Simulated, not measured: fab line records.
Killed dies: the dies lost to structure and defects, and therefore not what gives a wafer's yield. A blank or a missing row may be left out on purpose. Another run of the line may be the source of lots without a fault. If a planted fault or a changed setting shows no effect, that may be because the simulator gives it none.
fab line records	flow rit_cmos
record: lots: 14	wafers: 42	last_day: 7
route steps=202 shown FOX2@24 REOX@102 SILICIDE@162 M1@192
lots that met no fault: taken from a fault-free run of the same line
start_h: hours from the record's first day to the start of the lot's first wafer shown	wait_h: hours elapsed since this lot's preceding step	" the same as in the row above	L1.1+2: a single row standing in for several wafers	- either no value or no given start	* or withheld: withheld	< > ~ a bound
route shown NAME@n: a module of which the file shows steps, and the number in the route of the first	usual: average and standard deviation across the fault-free wafers	same: alike in all rows	chamber/n: place in a boat	sites: readings site by site	_std_site: how widely they spread, as a standard deviation	_edge_site: outer sites' mean less inner sites'	radius_mm: how far each site lies from the wafer's centre	mask NAME#n: copy n	behind: the most recent tool/chamber to have shaped the wafer	hold: reason for holding the lot/hours on hold/outcome of the hold	device: which transistor (n, p or np) failed to switch	end of line: at the end of the route, the tests of the same wafers	a step with no rows: only its recipe	killed: at the first sort, the dies lost to defects and structure; wafer yield is something else	map: a wafer's dies, x killed, . not, _ none there
set.NAME: the setting the step ran with; set.NAME@STEP: the setting that earlier step ran with	model.NAME: the simulator's own value behind a step, which no gauge read
a sample of lots followed through the steps of the route, with each step as a table and each wafer as a row
services: a tool's chamber out of use, with start hour (start_h, from the record's first day; less than 0 if before it), hours out, and reason
== steps ==
step: RIT_FOX2_THK_MEAS_01
recipe: reads: SiO2_of_FOX2_OXIDATION_00
usual: FOX2_OXIDE_THK: 353/5.2
lot.wafer	tool	chamber	start_h	wait_h	FOX2_OXIDE_THK[nm]
L139.1	film_metro-04	-	19.07	0.0	349
L139.2	"	-	"	"	355
L139.4	"	-	"	"	354
L140.1	film_metro-04	-	23.99	0.0	366
L140.2	"	-	"	"	364
L140.6	"	-	"	"	358
L141.2	film_metro-03	-	33.64	0.0	358
L141.4	"	-	"	"	354
L141.6	"	-	"	"	354
L143.1	film_metro-02	-	39.81	0.0	361
L143.3	"	-	"	"	358
L143.4	"	-	"	"	357
L144.1	film_metro-03	-	46.24	0.0	350
L144.3	"	-	"	"	355
L144.5	"	-	"	"	351
L145.1	film_metro-02	-	50.37	0.0	346
L145.3	"	-	"	"	348
L145.6	"	-	"	"	349
L147.2	film_metro-03	-	63.40	0.0	346
L147.5	"	-	"	"	341
L147.6	"	-	"	"	348
L149.2	film_metro-03	-	69.94	0.0	353
L149.4	"	-	"	"	353
L149.5	"	-	"	"	354
L150.2	film_metro-02	-	77.43	0.0	347
L150.3	"	-	"	"	351
L150.6	"	-	"	"	347
L153.2	film_metro-02	-	91.29	0.0	358
L153.3	"	-	"	"	358
L153.6	"	-	"	"	355
L156.4	film_metro-04	-	105.43	0.0	350
L156.5	"	-	"	"	352
L156.6	"	-	"	"	357
L159.1	film_metro-02	-	119.73	0.0	348
L159.3	"	-	"	"	350
L159.6	"	-	"	"	347
L161.1	film_metro-02	-	129.72	0.0	354
L161.3	"	-	"	"	360
L161.4	"	-	"	"	355
L162.1	film_metro-04	-	137.44	0.0	356
L162.4	"	-	"	"	349
L162.5	"	-	"	"	353
step: RIT_REOX_THK_MEAS_04
recipe: reads: SiO2_of_REOX_OXIDATION_03
usual: REOX_OXIDE_THK: 25.4/0.56
lot.wafer	tool	chamber	start_h	wait_h	REOX_OXIDE_THK[nm]
L139.1	film_metro-04	-	43.43	0.0	25.8
L139.2	"	-	"	"	25.4
L139.4	"	-	"	"	25.5
L140.1	film_metro-01	-	51.28	0.0	24.6
L140.2	"	-	"	"	25.0
L140.6	"	-	"	"	24.5
L141.2	film_metro-04	-	57.00	0.0	25.1
L141.4	"	-	"	"	24.9
L141.6	"	-	"	"	25.2
L143.1	film_metro-01	-	64.68	0.0	24.8
L143.3	"	-	"	"	24.5
L143.4	"	-	"	"	24.7
L144.1	film_metro-04	-	70.08	0.0	25.1
L144.3	"	-	"	"	25.4
L144.5	"	-	"	"	25.2
L145.1	film_metro-04	-	76.11	0.0	25.7
L145.3	"	-	"	"	25.7
L145.6	"	-	"	"	25.5
L147.2	film_metro-01	-	89.72	0.0	25.3
L147.5	"	-	"	"	25.2
L147.6	"	-	"	"	25.3
L149.2	film_metro-04	-	96.30	0.0	25.1
L149.4	"	-	"	"	25.1
L149.5	"	-	"	"	25.5
L150.2	film_metro-03	-	102.62	0.0	24.8
L150.3	"	-	"	"	25.1
L150.6	"	-	"	"	24.9
L153.2	film_metro-03	-	115.86	0.0	25.4
L153.3	"	-	"	"	25.5
L153.6	"	-	"	"	25.6
L156.4	film_metro-03	-	130.22	0.0	24.2
L156.5	"	-	"	"	24.6
L156.6	"	-	"	"	24.9
L159.1	film_metro-03	-	146.62	0.0	26.5
L159.3	"	-	"	"	26.1
L159.6	"	-	"	"	26.1
L161.1	film_metro-04	-	155.69	0.0	25.5
L161.3	"	-	"	"	25.5
L161.4	"	-	"	"	25.5
L162.1	film_metro-03	-	160.16	0.0	25.2
L162.4	"	-	"	"	25.2
L162.5	"	-	"	"	25.1
step: RIT_SILICIDE_SPUTTER_01
recipe: material: Ti	target_thk_nm: 30	power_w: 350	chamber_pressure_pa: 0.667	gas: Ar	time_s: 240	substrate_temp_c: 25
usual: throttle_valve_pct: 30.2/1.1
same: time_s: 240
lot.wafer	tool	chamber	start_h	wait_h	throttle_valve_pct
L139.1	pvd_sputter-04	-	53.15	0.0	30.7
L139.2	"	-	"	"	29.9
L139.4	"	-	"	"	29.1
L140.1	pvd_sputter-03	-	61.99	0.0	29.7
L140.2	"	-	"	"	28.5
L140.6	"	-	"	"	32.1
L141.2	pvd_sputter-04	-	66.29	0.0	30.4
L141.4	"	-	"	"	29.0
L141.6	"	-	"	"	29.3
L143.1	pvd_sputter-02	-	74.25	0.0	29.2
L143.3	"	-	"	"	30.2
L143.4	"	-	"	"	30.7
L144.1	pvd_sputter-03	-	79.51	0.0	29.7
L144.3	"	-	"	"	30.9
L144.5	"	-	"	"	29.5
L145.1	pvd_sputter-04	-	86.06	0.0	29.4
L145.3	"	-	"	"	30.1
L145.6	"	-	"	"	30.5
L147.2	pvd_sputter-02	-	99.25	0.0	31.9
L147.5	"	-	"	"	31.5
L147.6	"	-	"	"	29.0
L149.2	pvd_sputter-04	-	106.43	0.0	30.5
L149.4	"	-	"	"	30.3
L149.5	"	-	"	"	29.1
L150.2	pvd_sputter-03	-	112.40	0.0	28.6
L150.3	"	-	"	"	32.3
L150.6	"	-	"	"	29.4
L153.2	pvd_sputter-02	-	125.23	0.0	30.9
L153.3	"	-	"	"	29.3
L153.6	"	-	"	"	30.4
L156.4	pvd_sputter-04	-	139.93	0.0	31.5
L156.5	"	-	"	"	28.9
L156.6	"	-	"	"	31.3
L159.1	pvd_sputter-04	-	156.72	0.0	31.4
L159.3	"	-	"	"	30.6
L159.6	"	-	"	"	31.1
L161.1	pvd_sputter-02	-	165.57	0.0	31.7
L161.3	"	-	"	"	29.1
L161.4	"	-	"	"	30.7
L162.1	pvd_sputter-03	-	169.86	0.0	28.3
L162.4	"	-	"	"	31.0
L162.5	"	-	"	"	30.8
step: RIT_M1_DEVELOP_08
recipe: resist: NOVOLAK	develop_time_s: 68	dev_temp_c: 23
lot.wafer	tool	chamber	start_h	wait_h
L139.1+2+4	litho_track-04	0	57	-
L140.1+2+6	litho_track-04	0	66	-
L141.2+4+6	litho_track-04	0	70	-
L143.1+3+4	litho_track-02	0	78	-
L144.1+3+5	litho_track-03	0	83	-
L145.1+3+6	litho_track-04	0	90	-
L147.2+5+6	litho_track-04	0	103	-
L149.2+4+5	litho_track-02	0	110	-
L150.2+3+6	litho_track-03	0	116	-
L153.2+3+6	litho_track-02	0	129	-
L156.4+5+6	litho_track-04	0	144	-
L159.1+3+6	litho_track-02	0	160	-
L161.1+3+4	litho_track-04	0	169	-
L162.1+4+5	litho_track-03	0	174	-
step: RIT_M1_CD_MEAS_09
recipe: target_cd_nm: 2600
usual: cd_nm: 2599.4/2.2
lot.wafer	tool	chamber	start_h	wait_h	cd_nm
L139.1	cd_sem-02	-	57.52	-	2603.2
L139.2	"	-	"	"	2603.3
L139.4	"	-	"	"	2604.8
L140.1	cd_sem-02	-	66.38	-	2601.2
L140.2	"	-	"	"	2598.8
L140.6	"	-	"	"	2600.0
L141.2	cd_sem-02	-	70.51	-	2596.9
L141.4	"	-	"	"	2595.3
L141.6	"	-	"	"	2600.5
L143.1	cd_sem-01	-	78.47	-	2600.7
L143.3	"	-	"	"	2598.3
L143.4	"	-	"	"	2600.2
L144.1	cd_sem-02	-	83.88	-	2598.4
L144.3	"	-	"	"	2597.5
L144.5	"	-	"	"	2601.3
L145.1	cd_sem-02	-	90.39	-	2598.4
L145.3	"	-	"	"	2599.5
L145.6	"	-	"	"	2596.7
L147.2	cd_sem-02	-	103.60	-	2601.3
L147.5	"	-	"	"	2602.5
L147.6	"	-	"	"	2601.2
L149.2	cd_sem-02	-	110.75	-	2595.9
L149.4	"	-	"	"	2596.8
L149.5	"	-	"	"	2597.2
L150.2	cd_sem-02	-	116.81	-	2597.5
L150.3	"	-	"	"	2596.7
L150.6	"	-	"	"	2597.9
L153.2	cd_sem-02	-	129.46	-	2592.2
L153.3	"	-	"	"	2591.3
L153.6	"	-	"	"	2590.9
L156.4	cd_sem-01	-	144.25	-	2600.4
L156.5	"	-	"	"	2600.7
L156.6	"	-	"	"	2598.4
L159.1	cd_sem-02	-	160.82	-	2588.4
L159.3	"	-	"	"	2591.3
L159.6	"	-	"	"	2591.5
L161.1	cd_sem-02	-	169.79	-	2599.7
L161.3	"	-	"	"	2599.1
L161.4	"	-	"	"	2597.7
L162.1	cd_sem-02	-	174.20	-	2602.4
L162.4	"	-	"	"	2601.6
L162.5	"	-	"	"	2600.3
step: RIT_M1_PROBE_99
usual: defect_limited_yield: 97.4/1	killed_at_M0_to_M3: 0.0/0.12	killed_at_contacts: 0.1/0.25	killed_at_front_end: 6.8/2.7	killed_dies: 6.8/2.7	killed_open: 3.4/1.8	killed_short: 3.5/1.7	sort_bin_3_pad_short: 0.1/0.23	sort_bin_5_function: 1.5/0.67	sort_bin_6_memory: 1.0/0.67	sort_n_pass: 257.2/2.7	sort_yield_pct: 97.4/1
same: gross_dies: 264	killed_at_M4_up: 0	killed_at_back_side: 0	killed_at_other: 0
lot.wafer	tool	chamber	start_h	wait_h	defect_limited_yield[%]	killed_at_M0_to_M3	killed_at_contacts	killed_at_front_end	killed_dies	killed_open	killed_short	sort_bin_3_pad_short[%]	sort_bin_5_function[%]	sort_bin_6_memory[%]	sort_n_pass	sort_yield_pct[%]
L139.1	prober-01	-	60.19	0.1	98.5	0	0	4	4	2	2	0.4	0.8	0.4	260.0	98.5
L139.2	prober-01	-	60.24	0.1	98.5	0	0	4	4	4	0	0	1.1	0.4	260.0	98.5
L139.4	prober-01	-	60.34	0.2	98.1	0	0	5	5	2	3	0	1.1	0.8	259.0	98.1
L140.1	prober-02	-	69.03	0.1	96.6	0	1	8	9	5	4	0	1.9	1.5	255.0	96.6
L140.2	prober-02	-	69.08	0.1	97.3	0	1	6	7	2	5	0.8	1.5	0.4	257.0	97.3
L140.6	prober-02	-	69.28	0.2	96.6	0	0	9	9	6	3	0.8	1.1	1.5	255.0	96.6
L141.2	prober-01	-	73.20	0.1	95.8	0	0	11	11	7	4	0	3.0	1.1	253.0	95.8
L141.4	prober-01	-	73.30	0.2	97.3	0	1	6	7	4	3	0.8	1.1	0.8	257.0	97.3
L141.6	prober-01	-	73.40	0.2	98.1	0	0	5	5	3	2	0	1.5	0.4	259.0	98.1
L143.1	prober-01	-	81.14	0.1	95.1	0	0	13	13	6	7	0.4	2.3	2.3	251.0	95.1
L143.3	prober-01	-	81.24	0.2	98.9	0	0	3	3	2	1	0	0.8	0.4	261.0	98.9
L143.4	prober-01	-	81.29	0.2	98.1	0	0	5	5	2	3	0	1.1	0.8	259.0	98.1
L144.1	prober-02	-	86.54	0.1	97.3	0	0	7	7	3	4	0.4	1.5	0.8	257.0	97.3
L144.3	prober-02	-	86.64	0.2	95.8	0	0	11	11	6	5	0	1.5	2.7	253.0	95.8
L144.5	prober-02	-	86.74	0.2	93.9	0	0	16	16	8	8	0.4	1.9	3.8	248.0	93.9
L145.1	prober-01	-	93.04	0.1	98.5	0	0	4	4	4	0	0	1.5	0	260.0	98.5
L145.3	prober-01	-	93.14	0.2	96.2	0	0	10	10	4	6	0.8	1.5	1.5	254.0	96.2
L145.6	prober-01	-	93.29	0.2	98.9	0	0	3	3	1	2	0	0.8	0.4	261.0	98.9
L147.2	prober-01	-	127.65	0.4	98.5	0	0	4	4	2	2	0	1.1	0.4	260.0	98.5
L147.5	prober-01	-	127.80	0.5	97.7	0	0	6	6	2	4	0	0.8	1.5	258.0	97.7
L147.6	prober-01	-	127.85	0.6	97.3	0	0	7	7	4	3	0	1.1	1.5	257.0	97.3
L150.2	prober-01	-	127.95	0.7	96.6	0	1	8	9	7	2	0	1.9	1.5	255.0	96.6
L150.3	prober-01	-	128.00	0.8	99.6	0	0	1	1	1	0	0	0.4	0	263.0	99.6
L150.6	prober-01	-	128.15	0.8	98.1	0	0	5	5	4	1	0	1.1	0.8	259.0	98.1
L149.2	prober-01	-	128.55	1.2	98.9	0	0	3	3	0	3	0	0.8	0.4	261.0	98.9
L149.4	prober-01	-	128.65	1.3	98.1	0	0	5	5	5	0	0	1.1	0.8	259.0	98.1
L149.5	prober-01	-	128.70	1.3	99.2	0	0	2	2	0	2	0	0.4	0.4	262.0	99.2
L153.2	prober-01	-	132.15	0.1	97.3	0	0	7	7	2	5	0.4	1.9	0.4	257.0	97.3
L153.3	prober-01	-	132.20	0.2	98.5	0	0	4	4	2	2	0.4	0.8	0.4	260.0	98.5
L153.6	prober-01	-	132.35	0.2	98.5	0	0	4	4	4	0	0	0.8	0.8	260.0	98.5
L156.4	prober-01	-	147.00	0.2	97.7	0	0	6	6	3	3	0	1.1	1.1	258.0	97.7
L156.5	prober-01	-	147.05	0.2	98.9	0	0	3	3	0	3	0	0.8	0.4	261.0	98.9
L156.6	prober-01	-	147.10	0.2	98.1	0	0	5	5	3	2	0	1.1	0.8	259.0	98.1
L159.1	prober-01	-	163.48	0.1	98.5	0	0	4	4	1	3	0	1.5	0	260.0	98.5
L159.3	prober-01	-	163.58	0.2	95.8	0	0	11	11	5	6	0.4	2.7	1.1	253.0	95.8
L159.6	prober-01	-	163.73	0.2	95.1	0	0	13	13	6	7	0	2.3	2.7	251.0	95.1
L161.1	prober-01	-	172.46	0.1	97.0	0	0	8	8	5	3	0	2.3	0.8	256.0	97.0
L161.3	prober-01	-	172.56	0.2	95.8	0	0	11	11	6	5	0.4	0.8	3.0	253.0	95.8
L161.4	prober-01	-	172.61	0.2	98.5	0	0	4	4	1	3	0	1.1	0.4	260.0	98.5
L162.1	prober-02	-	176.88	0.1	98.1	1	0	4	5	2	3	0	1.1	0.8	259.0	98.1
L162.4	prober-02	-	177.03	0.2	95.8	0	0	11	11	7	4	0.4	1.5	2.3	253.0	95.8
L162.5	prober-02	-	177.08	0.2	97.3	0	0	7	7	3	4	0	1.5	1.1	257.0	97.3
killed by level:class
L139.1 GATE:geometric_particle:open=1 GATE:geometric_particle:short=1 SPACER:geometric_particle:open=1 SILICIDE:geometric_particle:short=1
L139.2 SPACER:geometric_particle:open=2 GATE:geometric_particle:open=1 SILICIDE:geometric_particle:open=1
L139.4 FOX2:geometric_particle:short=2 SPACER:geometric_particle:open=2 FOX1:geometric_particle:short=1
L140.1 GATE:geometric_particle:open=2 SILICIDE:geometric_particle:open=2 FOX1:geometric_particle:short=1 GATE:geometric_particle:short=1 REOX:geometric_particle:short=1 SPACER:geometric_particle:open=1 CONTACT:geometric_particle:short=1
L140.2 GATE:geometric_particle:short=3 FOX1:geometric_particle:open=1 FOX1:geometric_particle:short=1 GATE:geometric_particle:open=1 CONTACT:geometric_particle:short=1
L140.6 FOX1:geometric_particle:open=3 SPACER:geometric_particle:open=2 REOX:geometric_particle:short=1 REOX:geometric_particle:open=1 SPACER:geometric_particle:short=1 SILICIDE:geometric_particle:short=1
L141.2 GATE:geometric_particle:open=6 FOX1:geometric_particle:short=2 GATE:geometric_particle:short=1 SPACER:geometric_particle:short=1 SILICIDE:geometric_particle:open=1
L141.4 GATE:geometric_particle:short=3 FOX1:geometric_particle:open=2 GATE:geometric_particle:open=1 CONTACT:geometric_particle:open=1
L141.6 GATE:geometric_particle:open=2 FOX2:geometric_particle:short=1 REOX:geometric_particle:open=1 SILICIDE:geometric_particle:short=1
L143.1 GATE:geometric_particle:open=4 GATE:geometric_particle:short=3 FOX2:geometric_particle:short=2 SILICIDE:geometric_particle:open=2 REOX:geometric_particle:short=1 SPACER:geometric_particle:short=1
L143.3 GATE:geometric_particle:open=2 FOX2:geometric_particle:short=1
L143.4 GATE:geometric_particle:short=2 FOX1:geometric_particle:short=1 FOX1:geometric_particle:open=1 GATE:geometric_particle:open=1
L144.1 GATE:geometric_particle:open=2 GATE:geometric_particle:short=2 SILICIDE:geometric_particle:short=2 REOX:geometric_particle:open=1
L144.3 GATE:geometric_particle:short=3 GATE:geometric_particle:open=2 FOX1:geometric_particle:open=1 FOX2:geometric_particle:open=1 REOX:geometric_particle:short=1 REOX:geometric_particle:open=1 SPACER:geometric_particle:open=1 SILICIDE:geometric_particle:short=1
L144.5 GATE:geometric_particle:open=6 GATE:geometric_particle:short=4 SILICIDE:geometric_particle:short=2 FOX2:geometric_particle:short=1 REOX:geometric_particle:open=1 REOX:geometric_particle:short=1 SILICIDE:geometric_particle:open=1
L145.1 FOX1:geometric_particle:open=3 SPACER:geometric_particle:open=1
L145.3 GATE:geometric_particle:short=2 REOX:geometric_particle:open=2 SILICIDE:geometric_particle:short=2 FOX1:geometric_particle:short=1 GATE:geometric_particle:open=1 SPACER:geometric_particle:open=1 SPACER:geometric_particle:short=1
L145.6 FOX2:geometric_particle:short=2 FOX2:geometric_particle:open=1
L147.2 GATE:geometric_particle:open=1 REOX:geometric_particle:short=1 SILICIDE:geometric_particle:short=1 SILICIDE:geometric_particle:open=1
L147.5 FOX2:geometric_particle:short=2 GATE:geometric_particle:short=1 REOX:geometric_particle:open=1 SPACER:geometric_particle:short=1 SILICIDE:geometric_particle:open=1
L147.6 FOX2:geometric_particle:open=2 FOX2:geometric_particle:short=1 GATE:geometric_particle:short=1 GATE:geometric_particle:open=1 REOX:geometric_particle:open=1 SPACER:geometric_particle:short=1
L150.2 GATE:geometric_particle:open=3 SPACER:geometric_particle:open=3 GATE:geometric_particle:short=2 CONTACT:geometric_particle:open=1
L150.3 SPACER:geometric_particle:open=1
L150.6 SILICIDE:geometric_particle:open=2 FOX1:geometric_particle:short=1 FOX1:geometric_particle:open=1 GATE:geometric_particle:open=1
L149.2 GATE:geometric_particle:short=2 SILICIDE:geometric_particle:short=1
L149.4 FOX2:geometric_particle:open=2 SPACER:geometric_particle:open=2 GATE:geometric_particle:open=1
L149.5 GATE:geometric_particle:short=1 SILICIDE:geometric_particle:short=1
L153.2 GATE:geometric_particle:short=2 REOX:geometric_particle:short=2 FOX2:geometric_particle:open=1 FOX2:geometric_particle:short=1 REOX:geometric_particle:open=1
L153.3 FOX2:geometric_particle:short=1 GATE:geometric_particle:short=1 GATE:geometric_particle:open=1 REOX:geometric_particle:open=1
L153.6 GATE:geometric_particle:open=3 SPACER:geometric_particle:open=1
L156.4 FOX1:geometric_particle:open=1 FOX1:geometric_particle:short=1 GATE:geometric_particle:short=1 GATE:geometric_particle:open=1 REOX:geometric_particle:short=1 SILICIDE:geometric_particle:open=1
L156.5 GATE:geometric_particle:short=1 REOX:geometric_particle:short=1 SILICIDE:geometric_particle:short=1
L156.6 FOX1:geometric_particle:short=2 SILICIDE:geometric_particle:open=2 SPACER:geometric_particle:open=1
L159.1 GATE:geometric_particle:short=2 FOX2:geometric_particle:open=1 SILICIDE:geometric_particle:short=1
L159.3 GATE:geometric_particle:short=4 REOX:geometric_particle:open=2 FOX1:geometric_particle:short=1 GATE:geometric_particle:open=1 SPACER:geometric_particle:open=1 SILICIDE:geometric_particle:short=1 SILICIDE:geometric_particle:open=1
L159.6 GATE:geometric_particle:short=4 REOX:geometric_particle:open=3 GATE:geometric_particle:open=2 REOX:geometric_particle:short=2 SILICIDE:geometric_particle:short=1 SILICIDE:geometric_particle:open=1
L161.1 GATE:geometric_particle:open=3 FOX1:geometric_particle:short=1 FOX2:geometric_particle:open=1 GATE:geometric_particle:short=1 SPACER:geometric_particle:open=1 SILICIDE:geometric_particle:short=1
L161.3 GATE:geometric_particle:open=4 GATE:geometric_particle:short=3 SPACER:geometric_particle:short=2 FOX1:geometric_particle:open=1 SILICIDE:geometric_particle:open=1
L161.4 SPACER:geometric_particle:short=2 SPACER:geometric_particle:open=1 SILICIDE:geometric_particle:short=1
L162.1 FOX1:geometric_particle:open=1 GATE:geometric_particle:open=1 GATE:geometric_particle:short=1 SPACER:geometric_particle:short=1 M1:geometric_particle:short=1
L162.4 GATE:geometric_particle:open=3 SPACER:geometric_particle:open=3 GATE:geometric_particle:short=2 SPACER:geometric_particle:short=2 REOX:geometric_particle:open=1
L162.5 GATE:geometric_particle:short=2 SPACER:geometric_particle:open=2 REOX:geometric_particle:open=1 REOX:geometric_particle:short=1 SPACER:geometric_particle:short=1
== services ==
tool	chamber	start_h	hours	kind
pvd_sputter-04	-	87.40	3.9	repair
pvd_sputter-04	-	100.84	0.8	repair
pvd_sputter-02	-	129.59	12.5	repair
pvd_sputter-03	-	139.66	2.1	repair
pvd_sputter-02	-	142.72	5.9	repair
pvd_sputter-03	-	148.31	17.6	repair
== key ==
first_sign: step: RIT_M1_CD_MEAS_09	reading: cd_nm	direction: down	sigmas: 3.9	usual: 2599.4	struck: 2590.9
effect none on later readings
met_at RIT_M1_DEVELOP_08
struck_lots L153,L159
not_acting_at RIT_FOX2_THK_MEAS_01,RIT_REOX_THK_MEAS_04,RIT_SILICIDE_SPUTTER_01
onset_between 110 129
fault: kind: process_parameter_drift	tool: litho_track-02	chamber: -	onset_h: 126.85	steps: RIT_M1_DEVELOP_08	channel: develop_time_s	offset: *	shape: step	end_h: 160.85	acts_in: *	stated: *
